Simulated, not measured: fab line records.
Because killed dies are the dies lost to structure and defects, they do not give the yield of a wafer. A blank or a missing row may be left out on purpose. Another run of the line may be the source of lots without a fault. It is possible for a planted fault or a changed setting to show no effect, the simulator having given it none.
Split-lot experiment | flow berkeleyCmos170 | 5 lots, 23 wafers read, on a route of 331 steps

THE SPLIT ITSELF
At UCB170_ACTIVE_COAT_08 (resist thk 900 nm), the setting resistThkNm was moved away from the recipe's 900 nm on 8 of the 23 wafers read, by -5.1% to +1.6%. All remaining wafers had this setting at the recipe value.

FROM THE SPLIT TO THE READING: what the file shows between them, 2 steps
- UCB170_ACTIVE_SOFTBAKE_09: time 60 s
- UCB170_ACTIVE_EXPOSE_10: exposes mask ACTIVE, target cd 1200 nm

THE READING
KrF_of_ACTIVE_COAT_08.thkNm (the simulator's own value, which no gauge read), in nm, at UCB170_ACTIVE_ETCH_15 (etches Si3N4 in CH3F/Ar/O2, stops on SiO2, target depth 242 nm, time 151 s). The file does not state a usual value for it. Across the 15 wafers here that went through the recipe, the average is 725.2 nm and the standard deviation 4.5 nm.

wafer  | tool, chamber at the split | resistThkNm as run, nm | against the recipe | KrF_of_ACTIVE_COAT_08.thkNm, nm | against lot-mates on the recipe
L076.1 | lithoTrack-02, 0           | 900                    | recipe             | 724.9                           | -
L076.2 | lithoTrack-02, 0           | 857.8                  | -4.7%              | 689.1                           | -32.7
L076.3 | lithoTrack-02, 0           | 857.8                  | -4.7%              | 688.3                           | -33.5
L076.4 | lithoTrack-02, 0           | 857.8                  | -4.7%              | 675                             | -46.8
L076.6 | lithoTrack-02, 0           | 900                    | recipe             | 718.8                           | -
L077.1 | lithoTrack-02, 0           | 900                    | recipe             | 720.7                           | -
L077.2 | lithoTrack-02, 0           | 914.5                  | +1.6%              | 731                             | +8.5
L077.3 | lithoTrack-02, 0           | 914.5                  | +1.6%              | 730.2                           | +7.7
L077.4 | lithoTrack-02, 0           | 900                    | recipe             | 721.8                           | -
L077.6 | lithoTrack-02, 0           | 900                    | recipe             | 724.9                           | -
L079.1 | lithoTrack-03, 0           | 854.5                  | -5.1%              | 677.2                           | -43.1
L079.2 | lithoTrack-03, 0           | 854.5                  | -5.1%              | 681                             | -39.3
L079.4 | lithoTrack-03, 0           | 900                    | recipe             | 718.6                           | -
L079.5 | lithoTrack-03, 0           | 900                    | recipe             | 722                             | -
L079.6 | lithoTrack-03, 0           | 854.5                  | -5.1%              | 673.7                           | -46.6
L081.1 | lithoTrack-04, 0           | 900                    | recipe             | 722                             | -
L081.2 | lithoTrack-04, 0           | 900                    | recipe             | 730.1                           | -
L081.4 | lithoTrack-04, 0           | 900                    | recipe             | 729.7                           | -
L081.5 | lithoTrack-04, 0           | 900                    | recipe             | 727.3                           | -
L081.6 | lithoTrack-04, 0           | 900                    | recipe             | 723.4                           | -
L083.1 | lithoTrack-03, 0           | 900                    | recipe             | 729.6                           | -
L083.5 | lithoTrack-03, 0           | 900                    | recipe             | 730                             | -
L083.6 | lithoTrack-03, 0           | 900                    | recipe             | 733.7                           | -

THE FIT
A straight line over all 23 wafers: KrF_of_ACTIVE_COAT_08.thkNm changes by +8.71 nm for each +1% of resistThkNm; r = +0.97; the points scatter about the line by 5.4 nm.
The same after taking each lot's own level away (the mean of its wafers on the recipe; 23 wafers): +8.05 nm for each +1%; r = +0.98; scatter 3.8 nm.
According to that fit, moving resistThkNm by its largest amount changes the reading by 41 nm.
From 720.30 to 731.10 nm: that is the span of the lots' own levels, equal to 2.4 times the standard deviation above.
So the lot-to-lot level changes the slope little: the two slopes agree.
Check: -41.1 nm against its lot-mates is what the line predicts for one of the wafers moved furthest among these (-5.1%) when that wafer is left out of the fit. Against them it came out at -43.1 nm.

ADDITIONAL SPLITS CARRIED BY THESE WAFERS
These wafers also went through other splits before the reading. Each is held against what the fit with the lots' levels taken away leaves over:
other split on the same wafers      | wafers away from the commonest value | r with KrF_of_ACTIVE_COAT_08.thkNm (lot level and that fit taken away)
UCB170_NWELL_IMPLANT_14 doseCm2     | 5                                    | +0.13
UCB170_PWELL_COAT_08 resistThkNm    | 10                                   | +0.41
UCB170_PWELL_ETCH_14 overEtchFrac   | 6                                    | +0.04
UCB170_WELLDRIVE_OXIDATION_01 tempC | 15                                   | +0.02

THE WHOLE CHAIN: every reading that the file lists as answering this split, in the file's order
step                   | what it does                                                               | reading                                                                      | change (the file's fit)              | r (the file's)
UCB170_ACTIVE_COAT_08  | resist thk 900 nm                                                          | KrF_of_ACTIVE_COAT_08.thkNm (the simulator's own value, which no gauge read) | +8.83 nm for each +1% of the setting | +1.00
UCB170_ACTIVE_ETCH_15  | etches Si3N4 in CH3F/Ar/O2, stops on SiO2, target depth 242 nm, time 151 s | KrF_of_ACTIVE_COAT_08.thkNm (the simulator's own value, which no gauge read) | +8.12 nm for each +1% of the setting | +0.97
UCB170_ACTIVE_STRIP_16 | strips in O2                                                               | stripTimeToEndpointS                                                         | withheld for each +1% of the setting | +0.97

FILE'S OWN FIT
KrF_of_ACTIVE_COAT_08.thkNm changes by +8.12 nm for each +1% of resistThkNm, r = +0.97.
